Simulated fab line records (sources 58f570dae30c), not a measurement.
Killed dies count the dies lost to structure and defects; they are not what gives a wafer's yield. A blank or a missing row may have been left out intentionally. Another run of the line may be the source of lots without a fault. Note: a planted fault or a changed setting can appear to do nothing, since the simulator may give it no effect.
fab line records	flow berkeley-cmos170
record: lots: 14	wafers: 42	last-day: 13
route steps=331 shown NLDD@165 SPACER@174 CONTACT@233 V2@294
lots that met no fault: from a run of the same line without faults
start-h: the number of hours between the record's first day and the start of the first shown wafer of the lot	wait-h: how many hours have passed since the lot's step before this one	" unchanged from the row above	L1.1+2: several wafers, shown together as one row	- no value, or no start given	* or withheld: withheld	< > ~ a bound
route shown NAME@n: NAME is a module with steps in the file, n the number in the route of the first one	usual: mean/standard deviation of fault-free wafers	same: alike in all rows	chamber/n: place in a boat	sites: per-site readings	_std_site: standard deviation across them	_edge_site: outer sites' mean less inner sites'	radius-mm: how far each site lies from the wafer's centre	mask NAME#n: copy n	behind: the tool/chamber that last shaped the wafer	hold: the reason the lot was held/the length of the hold in hours/how it ended	device: names the non-switching transistor (n, p or np)	end of line: tests run on the same wafers once the route is complete	a step given without rows: its recipe and nothing more	killed: count of dies lost to structure and defects at first sort (not the wafer's yield)	map: dies across one wafer; x = killed, . = not, _ = none there
set.NAME: the setting the step ran with; set.NAME@STEP: the setting that earlier step ran with	model.NAME: the simulator's own value behind a step, which no gauge read
steps of the route over a sample of lots; a table a step, a row a wafer
services: the hour from which a tool's chamber was out of use, counted from the record's first day as start-h (under 0 if before that day), plus the number of hours and why
== steps ==
step: UCB170_NLDD_OVL_MEAS_07
usual: NLDD_OVL: 5/5.6
lot.wafer	tool	chamber	start-h	wait-h	NLDD_OVL[nm]
L734.1	overlay-02	-	163.05	0.1	18
L734.3	"	-	"	"	11
L734.4	"	-	"	"	12
L735.1	overlay-01	-	164.33	0.1	3
L735.2	"	-	"	"	4
L735.3	"	-	"	"	-1
L737.1	overlay-01	-	166.43	0.1	2
L737.3	"	-	"	"	6
L737.4	"	-	"	"	6
L739.3	overlay-01	-	202.20	0.1	5
L739.4	"	-	"	"	2
L739.6	"	-	"	"	5
L746.1	overlay-02	-	210.61	0.1	11
L746.3	"	-	"	"	16
L746.4	"	-	"	"	5
L743.2	overlay-01	-	210.97	0.1	10
L743.5	"	-	"	"	1
L743.6	"	-	"	"	-6
L748.2	overlay-01	-	243.14	0.1	10
L748.3	"	-	"	"	10
L748.6	"	-	"	"	8
L750.2	overlay-01	-	243.41	0.1	8
L750.3	"	-	"	"	9
L750.4	"	-	"	"	18
L752.1	overlay-02	-	243.61	0.1	4
L752.2	"	-	"	"	0
L752.4	"	-	"	"	5
L751.1	overlay-01	-	243.81	0.1	8
L751.2	"	-	"	"	4
L751.3	"	-	"	"	11
L753.1	overlay-02	-	259.99	0.1	4
L753.4	"	-	"	"	1
L753.6	"	-	"	"	7
L755.1	overlay-02	-	260.52	0.1	5
L755.4	"	-	"	"	0
L755.5	"	-	"	"	4
L754.1	overlay-02	-	261.07	0.1	-4
L754.4	"	-	"	"	-6
L754.6	"	-	"	"	-14
L757.3	overlay-01	-	276.99	0.1	7
L757.4	"	-	"	"	0
L757.5	"	-	"	"	9
step: UCB170_SPACER_ETCHBACK_03
recipe: stop-on: Si	target: SiO2	chemistry: CHF3/CF4/Ar	CHF3_flow_sccm: 50	cf4-flow-sccm: 10	Ar_flow_sccm: 120	pressure-mtorr: 200	rf-w: 500	target-depth-a: 3760	time-s: 100
usual: drypump-motor-current-A: 6.0/0.56	oes-product-au: 0.910/0.016	throttle-valve-pct: 6.51/0.13
lot.wafer	tool	chamber	start-h	wait-h	drypump-motor-current-A	oes-product-au	rf-hours-counter-h	throttle-valve-pct
L734.1	rie-diel-04	0	170.02	0.0	5.6	0.901	125	6.61
L734.3	"	3	"	"	5.3	0.910	49	6.30
L734.4	"	1	"	"	5.5	0.943	13	6.36
L735.1	rie-diel-01	3	170.09	0.1	6.2	0.914	62	6.53
L735.2	"	2	"	"	5.8	0.900	92	6.70
L735.3	"	1	"	"	4.9	0.911	35	6.58
L737.1	rie-diel-04	3	170.09	0.1	5.3	0.906	49	6.31
L737.3	"	1	"	"	5.6	0.917	14	6.36
L737.4	"	0	"	"	5.6	0.891	125	6.60
L739.3	rie-diel-02	1	208.86	0.0	6.6	0.889	5	6.48
L739.4	"	0	"	"	5.9	0.940	121	6.52
L739.6	"	3	"	"	6.5	0.908	-	6.35
L746.1	rie-diel-02	1	218.13	0.0	6.6	0.890	5	6.49
L746.3	"	3	"	"	6.5	0.911	143	6.33
L746.4	"	0	"	"	5.9	0.915	121	6.52
L743.2	rie-diel-02	3	218.20	0.1	6.5	0.895	143	6.34
L743.5	"	0	"	"	5.8	0.925	-	6.53
L743.6	"	1	"	"	6.6	0.894	-	6.47
L748.2	rie-diel-04	0	259.38	0.0	5.6	0.911	127	6.61
L748.3	"	1	"	"	5.5	0.945	18	6.36
L748.6	"	2	"	"	6.6	0.909	-	6.54
L750.2	rie-diel-02	0	259.38	0.0	5.9	0.913	123	6.52
L750.3	"	3	"	"	6.5	0.917	1	6.33
L750.4	"	1	"	"	6.6	0.898	-	6.49
L751.1	rie-diel-02	0	259.46	0.1	5.8	0.914	123	6.53
L751.2	"	3	"	"	6.5	0.917	1	6.34
L751.3	"	1	"	"	6.6	0.899	8	6.50
L752.1	rie-diel-04	2	259.46	0.1	6.6	0.886	16	6.52
L752.2	"	3	"	"	5.3	0.898	53	6.31
L752.4	"	1	"	"	5.6	0.942	18	6.37
L753.1	rie-diel-01	2	268.97	0.0	5.8	0.907	97	6.70
L753.4	"	1	"	"	4.9	0.913	39	6.57
L753.6	"	3	"	"	6.1	0.901	-	6.53
L755.1	rie-diel-04	0	268.97	0.0	5.6	0.889	127	6.61
L755.4	"	2	"	"	6.6	0.881	16	6.53
L755.5	"	3	"	"	5.3	0.896	-	6.30
L754.1	rie-diel-01	1	269.04	0.1	4.8	0.898	39	6.57
L754.4	"	0	"	"	6.6	0.914	16	6.70
L754.6	"	2	"	"	5.8	0.907	-	6.71
L757.3	rie-diel-04	3	284.17	0.0	5.3	0.905	54	6.30
L757.4	"	3	"	"	5.3	0.903	-	6.31
L757.5	"	1	"	"	5.5	0.923	-	6.36
step: UCB170_CONTACT_ETCH_17
recipe: chemistry: N2/H2	target-depth-a: withheld	overetch-a: withheld	target: BARC	time-s: withheld	source-w: 500	bias-w: 100	pressure-mtorr: 30	n2-flow-sccm: 100	h2-flow-sccm: 200
usual: bias-w: 99.97/0.3	drypump-motor-current-A: 5.9/0.61	n2-flow-sccm: 100.0/0.33	oes-product-au: 1.006/0.021	throttle-valve-pct: 13.36/0.2
lot.wafer	tool	chamber	start-h	wait-h	bias-w	drypump-motor-current-A	n2-flow-sccm	oes-product-au	throttle-valve-pct
L737.1	rie-diel-02	2	185.63	0.0	99.98	6.3	100.5	1.002	13.42
L737.3	"	0	"	"	100.61	5.9	99.8	1.030	13.42
L737.4	"	1	"	"	100.04	6.6	100.3	0.985	13.33
L734.1	rie-diel-03	2	185.90	0.0	99.84	5.0	99.9	0.987	13.03
L734.3	"	0	"	"	99.64	6.3	100.1	1.000	13.03
L734.4	"	1	"	"	99.67	5.2	100.1	0.998	13.50
L735.1	rie-diel-02	1	186.08	0.0	99.57	6.6	100.2	0.985	13.32
L735.2	"	0	"	"	99.74	5.8	100.0	1.037	13.43
L735.3	"	3	"	"	99.82	6.5	100.0	0.980	13.14
L739.3	rie-diel-03	2	219.46	0.0	99.96	5.0	100.1	0.998	13.05
L739.4	"	1	"	"	99.60	5.3	99.2	0.993	13.49
L739.6	"	2	"	"	99.85	5.0	100.0	1.004	13.04
L746.1	rie-diel-03	0	228.88	0.0	99.37	6.2	100.2	1.292	13.03
L746.3	"	3	"	"	100.15	6.4	100.1	1.313	13.22
L746.4	"	2	"	"	100.19	5.0	100.1	1.293	13.06
L743.2	rie-diel-03	3	230.97	0.0	100.11	6.4	99.8	1.306	13.23
L743.5	"	0	"	"	100.41	6.3	99.8	1.281	13.03
L743.6	"	1	"	"	100.10	5.2	99.7	1.255	13.50
L748.2	rie-diel-01	1	272.58	0.0	99.95	4.8	99.7	0.983	13.46
L748.3	"	2	"	"	100.00	5.8	100.9	1.014	13.60
L748.6	"	1	"	"	99.87	4.8	99.8	0.990	13.48
L752.1	rie-diel-01	3	276.05	0.0	100.02	6.1	100.0	1.041	13.49
L752.2	"	2	"	"	100.14	5.8	100.0	1.020	13.59
L752.4	"	0	"	"	100.00	6.6	99.5	1.024	13.55
L750.2	rie-diel-02	0	276.33	0.0	100.42	5.8	99.9	1.040	13.42
L750.3	"	1	"	"	100.06	6.6	99.6	0.975	13.33
L750.4	"	1	"	"	100.08	6.6	99.9	0.983	13.33
L751.1	rie-diel-01	0	276.53	0.0	100.14	6.6	99.7	1.028	13.55
L751.2	"	2	"	"	99.60	5.8	99.4	1.028	13.62
L751.3	"	1	"	"	99.93	4.8	99.6	0.990	13.47
L753.1	rie-diel-02	3	282.27	0.0	99.43	6.4	100.7	0.992	13.14
L753.4	"	0	"	"	99.89	5.8	99.9	1.030	13.42
L753.6	"	1	"	"	100.04	6.6	100.3	0.981	13.33
L754.1	rie-diel-01	2	282.93	0.0	99.47	5.8	100.1	1.018	13.60
L754.4	"	2	"	"	100.02	5.8	99.8	1.019	13.58
L754.6	"	1	"	"	99.90	4.8	100.4	0.989	13.46
L755.1	rie-diel-01	2	283.40	0.0	99.45	5.8	100.3	1.028	13.60
L755.4	"	3	"	"	100.05	6.1	100.0	1.032	13.50
L755.5	"	1	"	"	99.68	4.8	99.3	0.989	13.47
L757.3	rie-diel-03	1	300.52	0.0	100.30	5.2	99.9	1.004	13.48
L757.4	"	2	"	"	99.80	5.0	99.7	1.011	13.05
L757.5	"	3	"	"	100.00	6.4	100.1	1.021	13.20
step: UCB170_V2_CMP_02
recipe: material: SiO2	down-force-psi: 6	platen-rpm: 60	pad-velocity-m-s: 0.75398
usual: head-pressure-psi: 5.999/0.012	motor-current-A: 17.2/1.5	platen-rpm: 60.00/0.045
lot.wafer	tool	chamber	start-h	wait-h	head-pressure-psi	motor-current-A	platen-rpm
L735.3	cmp-02	3	198.74	0.0	5.987	15.8	60.09
L735.1	"	1	"	"	5.999	15.2	59.99
L735.2	"	2	"	"	6.010	18.1	60.03
L734.3	cmp-01	3	198.95	0.0	5.978	14.1	60.02
L734.1	"	0	"	"	6.000	17.8	60.03
L734.4	"	1	"	"	6.008	16.9	60.06
L737.3	cmp-01	0	199.44	0.0	5.977	18.3	60.03
L737.4	"	2	"	"	5.983	20.2	59.99
L737.1	"	3	"	"	6.026	14.7	59.98
L739.3	cmp-01	2	229.36	0.1	5.999	19.5	60.03
L739.4	"	3	"	"	5.994	15.3	60.00
L739.6	"	0	"	"	5.985	17.3	60.03
L746.1	cmp-01	1	240.33	0.1	6.007	17.0	59.99
L746.4	"	2	"	"	5.996	19.2	59.97
L746.3	"	3	"	"	5.997	14.2	59.95
L743.2	cmp-02	2	243.16	0.1	6.014	18.2	59.96
L743.6	"	1	"	"	5.998	15.6	60.00
L743.5	"	2	"	"	6.006	19.0	59.98
L748.2	cmp-02	2	282.05	0.1	5.985	18.5	59.99
L748.3	"	0	"	"	6.007	19.3	60.02
L748.6	"	2	"	"	5.991	17.5	60.05
L752.1	cmp-01	1	290.21	0.2	6.003	18.0	59.99
L752.2	"	3	"	"	5.989	14.8	60.04
L752.4	"	0	"	"	5.975	18.0	60.08
L750.2	cmp-02	3	291.15	0.0	5.991	15.4	60.03
L750.3	"	0	"	"	5.996	17.6	59.99
L750.4	"	1	"	"	6.008	15.4	60.00
L751.2	cmp-02	0	292.59	0.1	5.996	18.6	59.94
L751.1	"	1	"	"	6.008	15.6	59.93
L751.3	"	2	"	"	5.991	18.4	59.95
L753.4	cmp-01	2	296.26	0.0	5.989	18.9	59.97
L753.1	"	3	"	"	5.975	14.7	60.05
L753.6	"	3	"	"	5.996	14.5	59.98
L754.1	cmp-02	2	297.13	0.1	5.981	17.7	59.98
L754.4	"	3	"	"	6.011	15.8	60.04
L754.6	"	0	"	"	6.003	18.0	60.03
L755.1	cmp-02	3	300.89	0.1	5.972	16.7	59.92
L755.4	"	1	"	"	5.994	15.8	59.97
L755.5	"	3	"	"	5.994	15.5	59.96
L757.4	cmp-02	2	312.69	0.1	6.013	18.3	59.99
L757.3	"	0	"	"	6.003	18.9	60.05
L757.5	"	1	"	"	5.994	15.9	60.01
== services ==
tool	chamber	start-h	hours	kind
cmp-01	-	152.53	2.0	repair
cmp-02	-	164.95	1.2	repair
cmp-01	-	181.35	3.0	repair
rie-diel-04	0	199.30	53.6	repair
cmp-01	-	201.31	9.0	pm
cmp-02	-	208.63	2.0	repair
rie-diel-03	3	219.37	5.3	repair
rie-diel-02	3	221.57	-	clean
rie-diel-02	3	221.57	17.4	scheduled-down
rie-diel-02	3	221.57	17.4	vent-cycle
cmp-01	-	232.21	4.0	pm
cmp-01	-	236.21	-	consumable-replace:conditioner
cmp-01	-	236.21	-	consumable-replace:pad
rie-diel-02	2	244.02	8.7	repair
rie-diel-02	1	244.05	3.3	repair
rie-diel-02	2	255.81	-	clean
rie-diel-02	2	255.81	26.2	scheduled-down
rie-diel-02	2	255.81	26.2	vent-cycle
rie-diel-03	2	258.21	23.7	repair
cmp-02	-	267.81	7.2	pm
rie-diel-01	0	278.19	6.3	repair
rie-diel-01	1	285.34	3.0	repair
rie-diel-02	2	293.49	7.6	repair
cmp-02	-	303.40	0.4	repair
== key ==
first-sign: step: UCB170_CONTACT_ETCH_17	reading: oes-product-au	direction: up	sigmas: 13	usual: 1.006	struck: 1.290
effect none on later readings
met-at UCB170_CONTACT_ETCH_17
struck-lots L743,L746
sort-left-out L743.2,L743.5,L743.6
tester-left-out L743,L746
not-acting-at UCB170_NLDD_OVL_MEAS_07,UCB170_SPACER_ETCHBACK_03,UCB170_V2_CMP_02
onset-between 219.46 228.88
fault: kind: process-parameter-drift	tool: rie-diel-03	chamber: -	onset-h: 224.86	steps: UCB170_CONTACT_ETCH_17	channel: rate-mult	offset: 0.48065	shape: step	end-h: 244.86
tester-left-out: of these lots the tester's yield and bins aren't shown, on N5 and GAA mostly nor the transistor test; their killed dies are dies lost to structure and defects alone, not to doping, threshold or leakage, so they don't give the yield
sort-left-out: the simulated sort isn't trusted on such a fault, so these wafers' sort isn't shown, and their yield isn't known
